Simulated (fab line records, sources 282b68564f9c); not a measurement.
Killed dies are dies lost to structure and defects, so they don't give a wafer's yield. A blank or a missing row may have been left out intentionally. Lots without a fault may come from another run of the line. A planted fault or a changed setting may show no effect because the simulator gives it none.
Comparing a struck lot with a sound one :: flow ritCmos :: 20 out of 202 route steps
Sound: these wafers, L774.2, L774.4, L774.5. Struck: wafers L783.1, L783.2, L783.6. The cause is named last.
Order at every step that has rows: each side's tool, ch and its chambers, its first start. Under that, the readings that differ: sound wafers :: struck wafers :: difference of the means :: sigmas: that difference in standard deviations of wafers without a fault.
alike: a reading whose means differ by less than 2 such deviations, as well as words and numbers matching on both sides. not compared: withheld readings; readings where some wafer has no value; bounds like >300 that might hide an equal value; numbers whose values overlap and for which the record gives no deviation.
Wherever a step has rows on one side only, a row that says differs or no value, or a row with sigmas, the two part there. Numbers that have no deviation but don't overlap get no sigmas and don't part them. Lack of a reading on every wafer of one side parts them only where that side has two or more wafers.

first, 2 steps without rows for these wafers: RIT_NWELL_HARDBAKE_07 (time 120 s); RIT_NWELL_IMPLANT_08.
RIT_NWELL_STRIP_09: strips in O2, time 180 s.
  sound on plasmaAsher-01 ch 0,1, day 2 23:15; struck on plasmaAsher-01 ch 0,1, day 4 18:50
  alike: drypumpMotorCurrentA
  not compared: rfHoursCounterH
RIT_NWELL_TW_MEAS_10:
  sound on filmMetro-02, day 2 23:26; struck on filmMetro-02, day 4 19:00
  alike: NWELL_TW
then, 6 steps without rows for these wafers: RIT_PWELL_HMDS_00 (prime time 60 s); RIT_PWELL_COAT_01 (resist thk 1300 nm); RIT_PWELL_SOFTBAKE_02 (time 60 s); RIT_PWELL_EXPOSE_03 (exposes mask M3, target cd 43700 nm); RIT_PWELL_PEB_04; RIT_PWELL_DEVELOP_05 (develop time 68 s).
RIT_PWELL_OVL_MEAS_06:
  sound on overlay-01, day 3 00:38; struck on overlay-02, day 4 19:56
  alike: PWELL_OVL
then, 1 step without rows for these wafers: RIT_PWELL_HARDBAKE_07 (time 120 s).
RIT_PWELL_IMPLANT_08:
  sound on implanter-03 ch 0, day 3 00:59; struck on implanter-03 ch 0, day 4 20:14
reading: doseIonsCm2
sound: 7.004e+13 6.995e+13 6.995e+13
struck: 1.1446e+14 1.1427e+14 1.1422e+14
difference: +4.4337e+13
sigmas: +99 or more

reading: faradayCurrentUA
sound: 225 219 223
struck: 358 362 366
difference: +140
sigmas: +32
RIT_PWELL_STRIP_09: strips in O2, time 180 s.
  sound on plasmaAsher-03 ch 0,1, day 3 01:07; struck on plasmaAsher-01 ch 0,1, day 4 20:23
  alike: drypumpMotorCurrentA
  not compared: rfHoursCounterH
RIT_PWELL_TW_MEAS_10:
  sound on filmMetro-04, day 3 01:18; struck on filmMetro-04, day 4 20:33
reading: PWELL_TW
sound: 964 966 961
struck: 1137 1131 1131
difference: +169
sigmas: +20
then, 1 step without rows for these wafers: RIT_WELLDRIVE_ANNEAL_00 (time 14700 s).
RIT_WELLDRIVE_RS_MEAS_01: measures by four-point-probe.
  sound on filmMetro-02, day 3 06:28; struck on filmMetro-02, day 5 02:09
  alike: NWELL_RS
RIT_WELLDRIVE_RS_MEAS_02: measures by four-point-probe.
  sound on filmMetro-02, day 3 06:35; struck on filmMetro-02, day 5 02:16
reading: PWELL_RS (ohm/sq)
sound: 429.4 428.8 429.5
struck: 317.1 317.1 317.9
difference: -111.9
sigmas: -93
then, 1 step without rows for these wafers: RIT_NRETRO_HMDS_00 (prime time 60 s).
RIT_M1_PROBE_99:
  sound on prober-02, day 4 10:58; struck on prober-01, day 6 06:08
reading: model.etest.nmos_0p3.rOnOhmUm
sound: 2249 2246 2272
struck: 2586 2642 2590
difference: +350
sigmas: 

reading: model.etest.nmos_0p15.rOnOhmUm
sound: 1192 1191 1196
struck: 1248 1322 1254
difference: +82
sigmas: 

reading: model.etest.pwellPinched.rsOhmSq
sound: 458.1 467.6 463.3
struck: 333.1 334 332.2
difference: -129.9
sigmas: 

reading: model.etest.nmosTurned.driveUaUm
sound: 313.3 319.4 320
struck: 224.9 222.4 227
difference: -92.8
sigmas: 

reading: model.etest.nmos_0p15.driveUaUm
sound: 440.1 448.2 448.2
struck: 364.1 366.7 361.9
difference: -81.3
sigmas: 

reading: model.etest.pwell.rsOhmSq
sound: 413.7 417.7 411.9
struck: 306.5 302.6 303.4
difference: -110.3
sigmas: 

reading: model.etest.nmosNarrow.driveUaUm
sound: 211.8 215.2 212.8
struck: 158.3 163.6 160.8
difference: -52.4
sigmas: 

reading: model.etest.nmos_0p3.driveUaUm
sound: 212.7 216.4 213
struck: 156.9 161.6 158.8
difference: -54.9
sigmas: 
  alike: killedAtContacts, killedAtFrontEnd, killedDies, killedOpen, killedShort

== WHERE THEY PART ==
Last at RIT_WELLDRIVE_RS_MEAS_02 as far as this record goes, first at RIT_PWELL_IMPLANT_08. Later steps at which nothing parts them and some readings are alike: RIT_M1_PROBE_99.

WHY: what had been put in by the simulator
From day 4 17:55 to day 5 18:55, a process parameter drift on implanter-03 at RIT_PWELL_IMPLANT_08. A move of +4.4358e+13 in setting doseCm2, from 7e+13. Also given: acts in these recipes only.
